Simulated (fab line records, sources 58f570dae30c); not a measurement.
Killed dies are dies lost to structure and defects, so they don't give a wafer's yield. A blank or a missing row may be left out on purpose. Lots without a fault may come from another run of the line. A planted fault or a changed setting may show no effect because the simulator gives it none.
A struck lot beside a sound one | flow berkeley_cmos170 | 13 steps out of a route of 331
Sound: wafers L576.1, L576.2, L576.6. Struck: wafers L571.2, L571.3, L571.6. The cause comes at the end.
At each step with rows: each side's tool, then ch and its chambers, then its first start. Under that, the readings that differ: sound wafers | struck wafers | difference of the means | sigmas: that difference in standard deviations of wafers without a fault.
alike: readings whose means differ by less than 2 such deviations, and words and numbers that are the same on both sides. not compared: withheld readings, readings that some wafer has no value for, bounds like >300 that may hide the same value, and numbers for which the record gives no deviation and whose values overlap.
The two part at a step that has a row with sigmas, a row that says differs or no value, or rows on one side only. Numbers that don't overlap but have no deviation are shown without sigmas and don't part them. A reading that every wafer of one side lacks parts them only if that side has two wafers or more.

first, 5 steps without rows for these wafers: UCB170_NWELL_COAT_07 (resist thk 900 nm); UCB170_NWELL_SOFTBAKE_08 (time 60 s); UCB170_NWELL_EXPOSE_09 (exposes mask NWELL, target cd 3000 nm); UCB170_NWELL_PEB_10; UCB170_NWELL_DEVELOP_11 (develop time 45 s).
UCB170_NWELL_OVL_MEAS_12:
  sound on overlay-01, day 4 07:26; struck on overlay-02, day 3 08:46
  alike: NWELL_OVL
UCB170_NWELL_ETCH_13: etches Si3N4 in CH3F/Ar/O2, stops on SiO2, target depth 246.4 nm, time 154 s.
  sound on rie_diel-02 ch 2,3, day 4 07:28; struck on rie_diel-04 ch 2,3, day 3 08:47
  alike: CH3F_flow_sccm, O2_flow_sccm, drypump_motor_current_A, oes_product_au, throttle_valve_pct
  not compared: rf_hours_counter_h
then, 1 step without rows for these wafers: UCB170_NWELL_IMPLANT_14.
UCB170_NWELL_STRIP_15: strips in O2.
  sound on plasma_asher-04 ch 0,1, day 4 07:43; struck on plasma_asher-04 ch 0,1, day 3 09:02
  alike: drypump_motor_current_A, oes_product_au, strip_time_to_endpoint_s
  not compared: rf_hours_counter_h
UCB170_NWELL_TW_MEAS_16:
  sound on film_metro-03, day 4 07:49; struck on film_metro-01, day 3 09:09
  alike: NWELL_TW
then, 2 steps without rows for these wafers: UCB170_NWELL_CLEAN_17 (cleans in SPM, time 600 s); UCB170_NWELL_WET_ETCH_18 (etches Si3N4 in H3PO4, time 14400 s).
UCB170_NWELL_WET_ETCH_19: etches SiO2 in BOE, time 22 s.
  sound on wet_bench-04 ch 1, day 4 12:52; struck on wet_bench-04 ch 3, day 3 13:43
  no value came back on the struck wafers for bath_heat_duty_pct (%), run_length_s (s), time_s (s); on the sound wafers bath_heat_duty_pct (%) reads 6.1 5.1 6.0

WHERE THEY PART
Only at UCB170_NWELL_WET_ETCH_19, within this record.

WHY: what the simulator had put in
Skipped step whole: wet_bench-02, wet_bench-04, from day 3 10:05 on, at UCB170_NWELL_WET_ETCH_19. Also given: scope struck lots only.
